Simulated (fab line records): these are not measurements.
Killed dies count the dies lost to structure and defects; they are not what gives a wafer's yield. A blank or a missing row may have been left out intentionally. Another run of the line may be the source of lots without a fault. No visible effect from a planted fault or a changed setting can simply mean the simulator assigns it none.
A lot that was struck, set against a sound lot -- flow rit cmos -- 28 out of 202 route steps
Sound: wafers L786.1, L786.3, L786.5. The struck wafers were L796.1, L796.3, L796.4. The cause is named last.
Per side, at each step with rows, come the tool, then ch with its chambers, and then its first start. Under that, the readings that differ: sound wafers -- struck wafers -- difference of the means -- sigmas: that difference in standard deviations of wafers without a fault.
alike: readings whose means differ by less than 2 such deviations, and words and numbers that are the same on both sides. not compared: withheld readings, readings that some wafer has no value for, bounds like >300 that may hide the same value, and numbers for which the record gives no deviation and whose values overlap.
The two part at a step that has a row with sigmas, a row that says differs or no value, or rows on one side only. When numbers do not overlap yet have no deviation, they are printed without sigmas and do not part them. Lack of a reading on every wafer of one side parts them only where that side has two or more wafers.

RIT_ACTIVE_BOW_MEAS_00:
  sound on film metro-04, day 1 15:00; struck on film metro-01, day 3 17:00
  alike: INCOMING_BOW
RIT_ACTIVE_OXIDATION_01: target thk 46.8 nm, ox time 3480 s.
  sound on furnace-01 ch 0, day 1 15:23; struck on furnace-04 ch 0, day 3 20:20
  alike: ox temp c max
RIT_ACTIVE_THK_MEAS_02:
  sound on film metro-04, day 1 17:19; struck on film metro-01, day 3 22:31
reading,sound,struck,difference,sigmas
ACTIVE_OXIDE_THK (nm),48.9 49.7 49.1,76.1 76.4 76.2,+27.0,+36
then, 1 step without rows for these wafers: RIT_ACTIVE_CVD_03 (deposits Si3N4 from SiH2Cl2/NH3, target thk 150 nm, time 1500 s).
RIT_ACTIVE_THK_MEAS_04:
  sound on film metro-04, day 1 19:07; struck on film metro-04, day 4 07:10
reading,sound,struck,difference,sigmas
ACTIVE_NITRIDE_THK (nm),153.1 152.1 152.1,148.8 148.5 148.3,-3.9,-3
then, 6 steps without rows for these wafers: RIT_ACTIVE_HMDS_05 (prime time 60 s); RIT_ACTIVE_COAT_06 (resist thk 1000 nm); RIT_ACTIVE_SOFTBAKE_07 (time 60 s); RIT_ACTIVE_EXPOSE_08 (exposes mask M1, target cd 1400 nm); RIT_ACTIVE_PEB_09; RIT_ACTIVE_DEVELOP_10 (develop time 50 s).
RIT_ACTIVE_CD_MEAS_11: target cd 1400 nm.
  sound on cd sem-01, day 1 20:09; struck on cd sem-01, day 4 08:14
  alike: cd nm
then, 1 step without rows for these wafers: RIT_ACTIVE_HARDBAKE_12 (time 60 s).
RIT_ACTIVE_ETCH_13: etches Si3N4 in SF6, stops on SiO2, time 210 s, target depth 210 nm.
  sound on rie diel-02 ch 0,1,2, day 1 20:25; struck on rie diel-02 ch 0,2,3, day 4 08:31
reading,sound,struck,difference,sigmas
model.SiO2_of_ACTIVE_OXIDATION_01.thk nm (nm),48.41 49.67 48.96,75.73 75.94 76.25,+26.96,
  alike: drypump motor current A, oes product au, throttle valve pct
  not compared: rf hours counter h
RIT_ACTIVE_STRIP_14: strips in O2, time 180 s.
  sound on plasma asher-04 ch 0,1, day 1 20:34; struck on plasma asher-04 ch 0,1, day 4 08:38
  alike: drypump motor current A
  not compared: rf hours counter h
RIT_ACTIVE_CD_MEAS_90: target cd 1400 nm.
  sound on cd sem-02, day 1 20:44; struck on cd sem-02, day 4 08:49
  alike: cd nm
then, 4 steps without rows for these wafers: RIT_ACTIVE_CLEAN_15 (cleans in SC1, time 600 s); RIT_ACTIVE_CLEAN_16 (cleans in dHF, time 30 s); RIT_ACTIVE_CLEAN_17 (cleans in SC2, time 600 s); RIT_FOX1_OXIDATION_00 (target thk 350.7 nm, ox time 1130 s).
RIT_FOX1_THK_MEAS_01:
  sound on film metro-01, day 2 00:02; struck on film metro-02, day 4 11:26
  alike: FOX1_OXIDE_THK
then, 2 steps without rows for these wafers: RIT_FOX1_WET_ETCH_02 (etches SiO2 in BOE, target depth 350 nm, time 390 s); RIT_FOX2_OXIDATION_00 (target thk 350.7 nm, ox time 1130 s).
RIT_FOX2_THK_MEAS_01:
  sound on film metro-04, day 2 01:49; struck on film metro-04, day 4 14:13
  alike: FOX2_OXIDE_THK
then, 1 step without rows for these wafers: RIT_FOX2_CLEAN_02 (cleans in dHF, time 180 s).
RIT_FOX2_WET_ETCH_03: etches Si3N4 in H3PO4, target depth 195 nm, time 2700 s.
  sound on wet bench-03 ch 0, day 2 01:56; struck on wet bench-03 ch 2, day 4 14:20
reading,sound,struck,difference,sigmas
model.SiO2_of_ACTIVE_OXIDATION_01.thk nm (nm),43.23 44.31 43.68,67.41 67.62 67.92,+23.91,
RIT_FOX2_THK_MEAS_90:
  sound on film metro-02, day 2 02:46; struck on film metro-04, day 4 15:09
  alike: FIELD_OXIDE_LEFT_1_THK
after that, 1 step had no rows for these wafers: RIT_M1_PROBE_99.

## WHERE THEY PART
First at RIT_ACTIVE_THK_MEAS_02; last, within this record, at RIT_ACTIVE_THK_MEAS_04. Later steps at which nothing parts them and some readings are alike: RIT_ACTIVE_CD_MEAS_11, RIT_ACTIVE_ETCH_13, RIT_ACTIVE_STRIP_14, RIT_ACTIVE_CD_MEAS_90, RIT_FOX1_THK_MEAS_01, RIT_FOX2_THK_MEAS_01, RIT_FOX2_THK_MEAS_90.

WHY: whatever the simulator had introduced
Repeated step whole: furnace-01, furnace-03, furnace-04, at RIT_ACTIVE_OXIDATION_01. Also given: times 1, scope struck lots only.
